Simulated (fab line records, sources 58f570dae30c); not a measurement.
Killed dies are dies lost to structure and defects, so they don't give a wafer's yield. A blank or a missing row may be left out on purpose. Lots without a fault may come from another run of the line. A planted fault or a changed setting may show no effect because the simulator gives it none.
A struck lot beside a sound one | flow berkeley_cmos170 | 10 steps out of a route of 331
Sound: wafers L628.1, L628.3, L628.4. Struck: wafers L647.1, L647.4, L647.5. The cause comes at the end.
At each step with rows: each side's tool, then ch and its chambers, then its first start. Under that, the readings that differ: sound wafers | struck wafers | difference of the means | sigmas: that difference in standard deviations of wafers without a fault.
alike: readings whose means differ by less than 2 such deviations, and words and numbers that are the same on both sides. not compared: withheld readings, readings that some wafer has no value for, bounds like >300 that may hide the same value, and numbers for which the record gives no deviation and whose values overlap.
The two part at a step that has a row with sigmas, a row that says differs or no value, or rows on one side only. Numbers that don't overlap but have no deviation are shown without sigmas and don't part them. A reading that every wafer of one side lacks parts them only if that side has two wafers or more.

UCB170_START_BOW_MEAS_00:
  sound on film_metro-03, day 1 10:00; struck on film_metro-01, day 5 09:00
  alike: INCOMING_BOW
then, 2 steps without rows for these wafers: UCB170_START_CLEAN_01 (cleans in dHF, time 60 s); UCB170_START_OXIDATION_02 (target thk 20 nm, ox time 1800 s).
UCB170_START_THK_MEAS_03:
  sound on film_metro-03, day 1 18:19; struck on film_metro-04, day 5 16:25
  alike: START_OXIDE_THK
then, 3 steps without rows for these wafers: UCB170_START_ANNEAL_04 (time 1200 s); UCB170_ZERO_HMDS_00 (prime time 60 s); UCB170_ZERO_COAT_01 (resist thk 900 nm).
UCB170_ZERO_SOFTBAKE_02: time 60 s.
  sound on litho_track-04 ch 0, day 2 01:20; struck on litho_track-03 ch 0, day 6 04:35
  reading          | sound             | struck               | difference | sigmas
  run_length_s (s) | 89.15 89.14 89.26 | 103.84 103.99 103.96 | +14.75     | +98
then, 1 step without rows for these wafers: UCB170_ZERO_EXPOSE_03 (exposes mask PM MARKS, target cd 4000 nm).
UCB170_M3_PROBE_99:
  the record has rows for the sound wafers here (prober-02, day 9 12:44) and none for the struck ones

WHERE THEY PART
First at UCB170_ZERO_SOFTBAKE_02; last, within this record, at UCB170_M3_PROBE_99.

WHY: what the simulator had put in
Process parameter drift: litho_track-03, from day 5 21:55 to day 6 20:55, at UCB170_ZERO_SOFTBAKE_02. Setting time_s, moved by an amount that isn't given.
